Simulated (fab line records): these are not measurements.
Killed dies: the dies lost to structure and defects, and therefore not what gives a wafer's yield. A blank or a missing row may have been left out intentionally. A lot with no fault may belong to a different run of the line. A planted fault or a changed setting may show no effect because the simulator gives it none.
Split-lot study || flow berkeley_cmos170 || 23 wafers read across 5 lots, on a route 331 steps long

ON THE SPLIT
At UCB170_SACOX_OXIDATION_01 (target thk 14.4 nm, ox time 2400 s), the setting temp_c was moved away from the recipe's 900 C on 20 of the 23 wafers read, by -2.8% to +2.8%. This setting was run at the recipe's value on the other wafers.

There is no step in the file separating the split from the reading.

THE READING
At UCB170_SACOX_THK_MEAS_02: SACOX_OXIDE_THK, given in nm. Typical for fault-free wafers on this fab line: 14.24 nm, with standard deviation 0.26 nm.

{"wafer": "L074.1", "tool, chamber at the split": "-, -", "temp_c as run, C": 875.1, "against the recipe": "-2.8%", "SACOX_OXIDE_THK, nm": 10.77, "against lot-mates on the recipe": "no lot-mate on the recipe"}
{"wafer": "L074.2", "tool, chamber at the split": "-, -", "temp_c as run, C": 875.1, "against the recipe": "-2.8%", "SACOX_OXIDE_THK, nm": 10.95, "against lot-mates on the recipe": "no lot-mate on the recipe"}
{"wafer": "L074.4", "tool, chamber at the split": "-, -", "temp_c as run, C": 875.1, "against the recipe": "-2.8%", "SACOX_OXIDE_THK, nm": 10.62, "against lot-mates on the recipe": "no lot-mate on the recipe"}
{"wafer": "L074.5", "tool, chamber at the split": "-, -", "temp_c as run, C": 875.1, "against the recipe": "-2.8%", "SACOX_OXIDE_THK, nm": 10.49, "against lot-mates on the recipe": "no lot-mate on the recipe"}
{"wafer": "L074.6", "tool, chamber at the split": "-, -", "temp_c as run, C": 875.1, "against the recipe": "-2.8%", "SACOX_OXIDE_THK, nm": 10.55, "against lot-mates on the recipe": "no lot-mate on the recipe"}
{"wafer": "L077.1", "tool, chamber at the split": "-, -", "temp_c as run, C": 883.4, "against the recipe": "-1.8%", "SACOX_OXIDE_THK, nm": 11.76, "against lot-mates on the recipe": "no lot-mate on the recipe"}
{"wafer": "L077.3", "tool, chamber at the split": "-, -", "temp_c as run, C": 883.4, "against the recipe": "-1.8%", "SACOX_OXIDE_THK, nm": 11.47, "against lot-mates on the recipe": "no lot-mate on the recipe"}
{"wafer": "L077.4", "tool, chamber at the split": "-, -", "temp_c as run, C": 883.4, "against the recipe": "-1.8%", "SACOX_OXIDE_THK, nm": 11.75, "against lot-mates on the recipe": "no lot-mate on the recipe"}
{"wafer": "L077.5", "tool, chamber at the split": "-, -", "temp_c as run, C": 883.4, "against the recipe": "-1.8%", "SACOX_OXIDE_THK, nm": 11.84, "against lot-mates on the recipe": "no lot-mate on the recipe"}
{"wafer": "L077.6", "tool, chamber at the split": "-, -", "temp_c as run, C": 883.4, "against the recipe": "-1.8%", "SACOX_OXIDE_THK, nm": 11.52, "against lot-mates on the recipe": "no lot-mate on the recipe"}
{"wafer": "L078.2", "tool, chamber at the split": "-, -", "temp_c as run, C": 917.9, "against the recipe": "+2.0%", "SACOX_OXIDE_THK, nm": 16.81, "against lot-mates on the recipe": "no lot-mate on the recipe"}
{"wafer": "L078.3", "tool, chamber at the split": "-, -", "temp_c as run, C": 917.9, "against the recipe": "+2.0%", "SACOX_OXIDE_THK, nm": 16.88, "against lot-mates on the recipe": "no lot-mate on the recipe"}
{"wafer": "L078.4", "tool, chamber at the split": "-, -", "temp_c as run, C": 917.9, "against the recipe": "+2.0%", "SACOX_OXIDE_THK, nm": 16.73, "against lot-mates on the recipe": "no lot-mate on the recipe"}
{"wafer": "L078.5", "tool, chamber at the split": "-, -", "temp_c as run, C": 917.9, "against the recipe": "+2.0%", "SACOX_OXIDE_THK, nm": 16.58, "against lot-mates on the recipe": "no lot-mate on the recipe"}
{"wafer": "L078.6", "tool, chamber at the split": "-, -", "temp_c as run, C": 917.9, "against the recipe": "+2.0%", "SACOX_OXIDE_THK, nm": 16.82, "against lot-mates on the recipe": "no lot-mate on the recipe"}
{"wafer": "L079.1", "tool, chamber at the split": "furnace-03, 0", "temp_c as run, C": 900, "against the recipe": "recipe", "SACOX_OXIDE_THK, nm": 14.55, "against lot-mates on the recipe": "-"}
{"wafer": "L079.3", "tool, chamber at the split": "furnace-03, 0", "temp_c as run, C": 900, "against the recipe": "recipe", "SACOX_OXIDE_THK, nm": 14.48, "against lot-mates on the recipe": "-"}
{"wafer": "L079.5", "tool, chamber at the split": "furnace-03, 0", "temp_c as run, C": 900, "against the recipe": "recipe", "SACOX_OXIDE_THK, nm": 14.53, "against lot-mates on the recipe": "-"}
{"wafer": "L080.1", "tool, chamber at the split": "-, -", "temp_c as run, C": 925, "against the recipe": "+2.8%", "SACOX_OXIDE_THK, nm": 18.22, "against lot-mates on the recipe": "no lot-mate on the recipe"}
{"wafer": "L080.3", "tool, chamber at the split": "-, -", "temp_c as run, C": 925, "against the recipe": "+2.8%", "SACOX_OXIDE_THK, nm": 18.26, "against lot-mates on the recipe": "no lot-mate on the recipe"}
{"wafer": "L080.4", "tool, chamber at the split": "-, -", "temp_c as run, C": 925, "against the recipe": "+2.8%", "SACOX_OXIDE_THK, nm": 18.33, "against lot-mates on the recipe": "no lot-mate on the recipe"}
{"wafer": "L080.5", "tool, chamber at the split": "-, -", "temp_c as run, C": 925, "against the recipe": "+2.8%", "SACOX_OXIDE_THK, nm": 18.18, "against lot-mates on the recipe": "no lot-mate on the recipe"}
{"wafer": "L080.6", "tool, chamber at the split": "-, -", "temp_c as run, C": 925, "against the recipe": "+2.8%", "SACOX_OXIDE_THK, nm": 18.14, "against lot-mates on the recipe": "no lot-mate on the recipe"}

THE FIT
A straight line over all 23 wafers: SACOX_OXIDE_THK changes by +1.35 nm for each +1% of temp_c; r = +1.00; the points scatter about the line by 0.22 nm.
Too few moved wafers with a lot-mate on the recipe to fit a line net of each lot's own level.

THE WHOLE CHAIN: every reading that the file lists as answering this split, in the file's order
{"step": "UCB170_SACOX_OXIDATION_01", "what it does": "target thk 14.4 nm, ox time 2400 s", "reading": "SiO2_of_SACOX_OXIDATION_01.thk_nm (the simulator's own value, which no gauge read)", "change (the file's fit)": "+1.34 nm for each +1% of the setting", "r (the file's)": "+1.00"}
{"step": "UCB170_SACOX_THK_MEAS_02", "what it does": "", "reading": "SACOX_OXIDE_THK", "change (the file's fit)": "+1.35 for each +1% of the setting", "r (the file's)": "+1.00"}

THE FILE'S OWN FIT
SACOX_OXIDE_THK changes by +1.35 nm for each +1% of temp_c, r = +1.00.
